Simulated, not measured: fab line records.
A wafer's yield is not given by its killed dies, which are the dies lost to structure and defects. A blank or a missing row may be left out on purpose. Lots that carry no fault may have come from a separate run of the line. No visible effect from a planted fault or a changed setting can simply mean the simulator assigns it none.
fab line records + flow rit-cmos
[record]
- lots = 6
- wafers = 18
- last-day = 7
route steps=202 shown NWELL@30 PWELL@39
lots with no fault: from the same line, run without faults
start-h: the number of hours between the record's first day and the start of the first shown wafer of the lot + wait-h: hours from the lot's prior step to this one + " same as the row above + L1.1+2: a single row standing in for several wafers + - no value present, or no start provided + * or withheld: withheld + < > ~ a bound
route shown NAME@n: a module of which the file shows steps, and the number in the route of the first + usual: mean/standard deviation of fault-free wafers + same: alike in all rows + chamber/n: place in a boat + sites: each site's reading + _std_site: the values' standard deviation + _edge_site: the outer-site mean with the inner-site mean subtracted + radius-mm: for every site, how far away it sits from the centre of the wafer + mask NAME#n: copy n + behind: the tool/chamber that last shaped the wafer + hold: why the lot was held/for how many hours/how that ended + device: transistor that didn't switch, given as n, p or np + end of line: the same wafers' tests at the end of the route + where a step has no rows: the recipe by itself + killed: count of dies lost to structure and defects at first sort (not the wafer's yield) + map: a wafer's dies, x killed, . not, _ none there
set.NAME: the setting the step ran with; set.NAME@STEP: the setting that earlier step ran with + model.NAME: the simulator's own value behind a step, which no gauge read
lots at some steps of the route; a table a step, a row a wafer
services: when a tool's chamber went out of use (start-h, in hours from the record's first day, below 0 if earlier), for how many hours, and the reason
[[steps]]
[step RIT_NWELL_SOFTBAKE_02]
[recipe]
- resist = NOVOLAK
- temp-c = 90
- time-s = 60
[step RIT_NWELL_EXPOSE_03]
[recipe]
- mask-id = M2
- na = 0.57
- target-cd-nm = 43900
- dose-mj = 250
[step RIT_NWELL_PEB_04]
[recipe]
- resist = NOVOLAK
- temp-c = withheld
- time-s = withheld
[step RIT_NWELL_DEVELOP_05]
[recipe]
- resist = NOVOLAK
- develop-time-s = 68
- dev-temp-c = 23
[step RIT_NWELL_OVL_MEAS_06]
[usual]
- NWELL_OVL = 0.7/1.3
| lot.wafer | tool       | chamber | start-h | wait-h | NWELL_OVL[nm] |
|-----------|------------|---------|---------|--------|---------------|
| L935.3    | overlay-02 | -       | 42.35   | -      | -0.2          |
| L935.4    | "          | -       | "       | "      | -2.0          |
| L935.5    | "          | -       | "       | "      | -1.6          |
| L939.1    | overlay-02 | -       | 62.16   | -      | 1.9           |
| L939.3    | "          | -       | "       | "      | 1.2           |
| L939.4    | "          | -       | "       | "      | 2.0           |
| L944.2    | overlay-02 | -       | 90.63   | -      | -0.1          |
| L944.3    | "          | -       | "       | "      | -0.2          |
| L944.4    | "          | -       | "       | "      | -0.6          |
| L945.3    | overlay-01 | -       | 92.30   | -      | 1.0           |
| L945.4    | "          | -       | "       | "      | 0.6           |
| L945.6    | "          | -       | "       | "      | 0.6           |
| L950.3    | overlay-02 | -       | 118.06  | -      | -0.5          |
| L950.4    | "          | -       | "       | "      | 0.1           |
| L950.5    | "          | -       | "       | "      | 0.3           |
| L951.2    | overlay-02 | -       | 122.34  | -      | -0.5          |
| L951.4    | "          | -       | "       | "      | 0.0           |
| L951.6    | "          | -       | "       | "      | -0.3          |
[step RIT_NWELL_HARDBAKE_07]
[recipe]
- resist = NOVOLAK
- temp-c = 140
- time-s = 120
[step RIT_NWELL_IMPLANT_08]
[recipe]
- species = P
- energy-kev = 170
- dose-cm2 = 5e+13
- tilt-deg = 7
[step RIT_NWELL_STRIP_09]
[recipe]
- chemistry = O2
- time-s = 180
- resist = NOVOLAK
- platen-temp-c = withheld
- power-w = 500
- pressure-mtorr = 4000
- o2-flow-sccm = 4000
[usual]
- drypump-motor-current-A = 5.8/0.31
| lot.wafer | tool            | chamber | start-h | wait-h | drypump-motor-current-A | rf-hours-counter-h |
|-----------|-----------------|---------|---------|--------|-------------------------|--------------------|
| L935.3    | plasma-asher-01 | 0       | 42.83   | 0.1    | 5.2                     | -                  |
| L935.4    | "               | 1       | "       | "      | 6.0                     | -                  |
| L935.5    | "               | 0       | "       | "      | 5.2                     | -                  |
| L939.1    | plasma-asher-02 | 0       | 62.59   | 0.1    | 5.8                     | 29                 |
| L939.3    | "               | 1       | "       | "      | 5.4                     | -                  |
| L939.4    | "               | 0       | "       | "      | 5.8                     | -                  |
| L944.2    | plasma-asher-02 | 1       | 91.06   | 0.1    | 5.4                     | 31                 |
| L944.3    | "               | 0       | "       | "      | 5.8                     | -                  |
| L944.4    | "               | 1       | "       | "      | 5.4                     | -                  |
| L945.3    | plasma-asher-03 | 0       | 92.79   | 0.1    | 5.9                     | -                  |
| L945.4    | "               | 1       | "       | "      | 6.2                     | -                  |
| L945.6    | "               | 0       | "       | "      | 5.9                     | -                  |
| L950.3    | plasma-asher-02 | 1       | 118.54  | 0.1    | 5.4                     | -                  |
| L950.4    | "               | 0       | "       | "      | 5.8                     | -                  |
| L950.5    | "               | 0       | "       | "      | 5.8                     | -                  |
| L951.2    | plasma-asher-02 | 0       | 122.87  | 0.1    | 5.8                     | 35                 |
| L951.4    | "               | 1       | "       | "      | 5.4                     | -                  |
| L951.6    | "               | 0       | "       | "      | 5.8                     | -                  |
[step RIT_NWELL_TW_MEAS_10]
[usual]
- NWELL_TW = 2159/12
| lot.wafer | tool          | chamber | start-h | wait-h | NWELL_TW |
|-----------|---------------|---------|---------|--------|----------|
| L935.3    | film-metro-01 | -       | 42.97   | 0.1    | 2160     |
| L935.4    | "             | -       | "       | "      | 2151     |
| L935.5    | "             | -       | "       | "      | 2158     |
| L939.1    | film-metro-04 | -       | 62.77   | 0.1    | 2166     |
| L939.3    | "             | -       | "       | "      | 2173     |
| L939.4    | "             | -       | "       | "      | 2164     |
| L944.2    | film-metro-04 | -       | 91.24   | 0.1    | 2153     |
| L944.3    | "             | -       | "       | "      | 2158     |
| L944.4    | "             | -       | "       | "      | 2155     |
| L945.3    | film-metro-01 | -       | 92.92   | 0.1    | 2145     |
| L945.4    | "             | -       | "       | "      | 2150     |
| L945.6    | "             | -       | "       | "      | 2152     |
| L950.3    | film-metro-04 | -       | 118.68  | 0.1    | 2153     |
| L950.4    | "             | -       | "       | "      | 2155     |
| L950.5    | "             | -       | "       | "      | 2144     |
| L951.2    | film-metro-04 | -       | 123.06  | 0.1    | 2171     |
| L951.4    | "             | -       | "       | "      | 2157     |
| L951.6    | "             | -       | "       | "      | 2174     |
[step RIT_PWELL_HMDS_00]
[recipe]
- prime-time-s = 60
- prime-temp-c = 140
[step RIT_PWELL_COAT_01]
[recipe]
- resist = NOVOLAK
- spin-rpm = 2000
- resist-thk-nm = 1300
[step RIT_PWELL_SOFTBAKE_02]
[recipe]
- resist = NOVOLAK
- temp-c = 90.93
- time-s = 60
[step RIT_PWELL_EXPOSE_03]
[recipe]
- mask-id = M3
- na = 0.57
- target-cd-nm = 43700
- dose-mj = 250
[usual]
- exposure-dose-mJ-cm2 = 249.95/0.24
- focus-offset-nm = 0.0/0.43
| lot.wafer | tool             | chamber | start-h | wait-h | mask | exposure-dose-mJ-cm2 | focus-offset-nm |
|-----------|------------------|---------|---------|--------|------|----------------------|-----------------|
| L935.3    | iline-stepper-02 | 0       | 43.62   | 0.2    | M3#0 | 249.36               | -0.1            |
| L935.4    | "                | 0       | "       | "      | M3#0 | 249.37               | 0.6             |
| L935.5    | "                | 0       | "       | "      | M3#0 | 249.60               | 0.3             |
| L939.1    | iline-stepper-01 | 0       | 63.28   | 0.1    | M3#0 | 250.58               | 0.0             |
| L939.3    | "                | 0       | "       | "      | M3#0 | 249.99               | 0.4             |
| L939.4    | "                | 0       | "       | "      | M3#0 | 250.19               | 0.3             |
| L944.2    | iline-stepper-02 | -       | 91.76   | 0.1    | M3#0 | -                    | -               |
| L944.3    | "                | -       | "       | "      | M3#0 | -                    | -               |
| L944.4    | "                | -       | "       | "      | M3#0 | -                    | -               |
| L945.3    | iline-stepper-01 | -       | 93.58   | 0.2    | M3#0 | -                    | -               |
| L945.4    | "                | -       | "       | "      | M3#0 | -                    | -               |
| L945.6    | "                | -       | "       | "      | M3#0 | -                    | -               |
| L950.3    | iline-stepper-01 | 0       | 119.33  | 0.2    | M3#0 | 250.27               | 0.9             |
| L950.4    | "                | 0       | "       | "      | M3#0 | 250.00               | 0.3             |
| L950.5    | "                | 0       | "       | "      | M3#0 | 250.00               | -0.3            |
| L951.2    | iline-stepper-02 | 0       | 123.70  | 0.2    | M3#0 | 249.86               | -0.6            |
| L951.4    | "                | 0       | "       | "      | M3#0 | 250.23               | 0.1             |
| L951.6    | "                | 0       | "       | "      | M3#0 | 250.08               | -0.4            |
[step RIT_PWELL_PEB_04]
[recipe]
- resist = NOVOLAK
- temp-c = withheld
- time-s = withheld
[[services]]
| tool             | chamber | start-h | hours | kind       |
|------------------|---------|---------|-------|------------|
| iline-stepper-01 | -       | 21.95   | 1.1   | repair     |
| plasma-asher-01  | -       | 54.90   | 3.0   | repair     |
| plasma-asher-03  | -       | 108.75  | 9.0   | pm         |
| plasma-asher-03  | 0       | 108.75  | 9.0   | vent-cycle |
| plasma-asher-03  | 1       | 108.75  | 9.0   | vent-cycle |
| plasma-asher-03  | 0       | 117.75  | -     | clean      |
| plasma-asher-03  | 1       | 117.75  | -     | clean      |
[[key]]
[first-sign]
- step = RIT_PWELL_EXPOSE_03
- reading = tool-record
- direction = missing
effect none on later readings
met-at RIT_PWELL_EXPOSE_03
struck-wafers L944.2,L944.3,L944.4,L945.3,L945.4,L945.6
sort-left-out L944.2,L944.3,L944.4,L945.3,L945.4,L945.6
tester-left-out L944,L945
onset-between 63.28 91.76
[fault]
- kind = skipped-step-whole
- tool = iline-stepper-01,iline-stepper-02
- chamber = -
- onset-h = 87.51
- steps = RIT_PWELL_EXPOSE_03
- scope = struck-lots-only
// tester-left-out: of these lots the tester's yield and bins aren't shown, on N5 and GAA mostly nor the transistor test; their killed dies are dies lost to structure and defects alone, not to doping, threshold or leakage, so they don't give the yield
// sort-left-out: the simulated sort isn't trusted on such a fault, so these wafers' sort isn't shown, and their yield isn't known
